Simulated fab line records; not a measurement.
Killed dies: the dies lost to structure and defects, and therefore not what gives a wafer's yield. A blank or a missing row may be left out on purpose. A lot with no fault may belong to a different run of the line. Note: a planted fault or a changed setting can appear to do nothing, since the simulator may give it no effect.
fab line records	flow rit-cmos
record: lots: 14	wafers: 42	last-day: 7
route steps=202 shown CONTACT@168
lots untouched by any fault: they come from a run of this same line in which no faults occurred
start-h: start of the lot's first displayed wafer, in hours after the record's first day	wait-h: hours since the lot's step before	" the same as in the row above	L1.1+2: a single row standing in for several wafers	- no value, or no start was given	* or withheld: withheld	< > ~ a bound
route shown NAME@n: NAME is a module with steps in the file, n the number in the route of the first one	usual: the fault-free wafers' mean and standard deviation	same: alike in all rows	chamber/n: place in a boat	sites: per-site readings	_std_site: their standard deviation	_edge_site: inner sites' mean taken away from outer sites' mean	radius-mm: how far each site lies from the wafer's centre	mask NAME#n: copy n	behind: the tool/chamber that last shaped the wafer	hold: why the lot went on hold/how many hours it stayed there/how the hold came to an end	device: the transistor (n, p or np) that didn't switch	end of line: tests of these same wafers at the route's end	step lacking rows: just its recipe	killed: dies that structure and defects cost at the first sort, which is not the same as the wafer's yield	map: the dies of a wafer, with x for killed, . for not killed, _ for no die there
set.NAME: the setting that was run; set.NAME@STEP: the one run at that earlier step	model.NAME: the simulator's own value behind a step, which no gauge read
steps of the route over a sample of lots; a table a step, a row a wafer
services: from which hour (start-h, from the record's first day; less than 0 if before it) a tool's chamber was out of use, for how many hours, and why
== steps ==
step: RIT_CONTACT_CVD_00
recipe: material: SiO2	target-thk-nm: 400	precursor: TEOS	temp-c: 390	time-s: 61	rf-w: 400
usual: heater-power-w: 328/45
lot.wafer	tool	chamber	start-h	wait-h	heater-power-w
L210.2	pecvd-02	2	49.79	0.0	276
L210.4	"	0	"	"	426
L210.5	"	2	"	"	291
L211.3	pecvd-04	2	54.85	0.0	354
L211.5	"	0	"	"	362
L211.6	"	2	"	"	365
L212.1	pecvd-03	1	61.31	0.1	289
L212.4	"	2	"	"	380
L212.5	"	1	"	"	300
L213.1	pecvd-02	2	66.21	0.1	301
L213.3	"	1	"	"	339
L213.6	"	0	"	"	329
L214.2	pecvd-04	0	71.97	0.0	345
L214.5	"	0	"	"	362
L214.6	"	2	"	"	359
L216.1	pecvd-02	2	79.74	0.1	277
L216.4	"	1	"	"	343
L216.6	"	0	"	"	371
L217.3	pecvd-04	2	86.17	0.0	379
L217.4	"	1	"	"	250
L217.5	"	0	"	"	367
L219.1	pecvd-02	1	95.93	0.1	307
L219.2	"	2	"	"	318
L219.5	"	2	"	"	320
L222.2	pecvd-02	0	111.20	0.0	407
L222.3	"	1	"	"	346
L222.6	"	2	"	"	262
L227.1	pecvd-03	2	135.92	0.1	332
L227.2	"	1	"	"	258
L227.6	"	2	"	"	351
L229.1	pecvd-04	2	151.32	0.1	342
L229.2	"	1	"	"	277
L229.6	"	0	"	"	358
L230.3	pecvd-03	0	156.62	0.0	310
L230.4	"	0	"	"	319
L230.6	"	2	"	"	348
L232.1	pecvd-04	0	161.77	0.1	360
L232.2	"	1	"	"	320
L232.6	"	1	"	"	317
L233.2	pecvd-03	0	168.08	0.0	285
L233.3	"	2	"	"	397
L233.4	"	1	"	"	320
step: RIT_CONTACT_THK_MEAS_01
recipe: reads: SiO2_of_CONTACT_CVD_00
usual: CONTACT_TEOS_THK: 400/4.6
lot.wafer	tool	chamber	start-h	wait-h	CONTACT_TEOS_THK[nm]
L210.2	film-metro-02	-	49.85	0.0	400
L210.4	"	-	"	"	406
L210.5	"	-	"	"	405
L211.3	film-metro-03	-	54.92	0.0	402
L211.5	"	-	"	"	409
L211.6	"	-	"	"	404
L212.1	film-metro-04	-	61.36	0.0	392
L212.4	"	-	"	"	401
L212.5	"	-	"	"	407
L213.1	film-metro-04	-	66.26	0.0	404
L213.3	"	-	"	"	404
L213.6	"	-	"	"	407
L214.2	film-metro-04	-	72.03	0.0	390
L214.5	"	-	"	"	398
L214.6	"	-	"	"	393
L216.1	film-metro-03	-	79.79	0.0	396
L216.4	"	-	"	"	405
L216.6	"	-	"	"	404
L217.3	film-metro-03	-	86.25	0.0	400
L217.4	"	-	"	"	409
L217.5	"	-	"	"	408
L219.1	film-metro-02	-	95.98	0.0	277
L219.2	"	-	"	"	279
L219.5	"	-	"	"	281
L222.2	film-metro-03	-	111.26	0.0	278
L222.3	"	-	"	"	282
L222.6	"	-	"	"	282
L227.1	film-metro-03	-	135.97	0.0	395
L227.2	"	-	"	"	402
L227.6	"	-	"	"	400
L229.1	film-metro-04	-	151.37	0.0	397
L229.2	"	-	"	"	397
L229.6	"	-	"	"	403
L230.3	film-metro-02	-	156.69	0.0	396
L230.4	"	-	"	"	401
L230.6	"	-	"	"	401
L232.1	film-metro-03	-	161.82	0.0	392
L232.2	"	-	"	"	397
L232.6	"	-	"	"	399
L233.2	film-metro-04	-	168.14	0.0	400
L233.3	"	-	"	"	399
L233.4	"	-	"	"	406
== services ==
tool	chamber	start-h	hours	kind
pecvd-04	-	32.09	6.0	pm
pecvd-04	-	40.29	0.8	repair
pecvd-02	0	51.20	5.7	repair
pecvd-02	-	59.03	0.6	repair
pecvd-04	0	138.70	4.1	repair
== key ==
first-sign: step: RIT_CONTACT_THK_MEAS_01	reading: CONTACT_TEOS_THK	direction: down	sigmas: 26	usual: 400	struck: 280
effect none on later readings
met-at RIT_CONTACT_CVD_00
struck-lots L219,L222
tester-left-out L219,L222
loop-trim: step: RIT_M1_EXPOSE_06	setting: dose	lots: L219,L222
onset-between 79.74 95.93
fault: kind: process-parameter-drift	tool: pecvd-02	chamber: -	onset-h: 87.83	steps: RIT_CONTACT_CVD_00	channel: target-thk-nm	offset: -121.21	shape: step	end-h: 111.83	stated: 400
tester-left-out: of these lots the tester's yield and bins aren't shown, on N5 and GAA mostly nor the transistor test; their killed dies are dies lost to structure and defects alone, not to doping, threshold or leakage, so they don't give the yield
loop-trim: a control loop set the setting to another value than it would have without faults
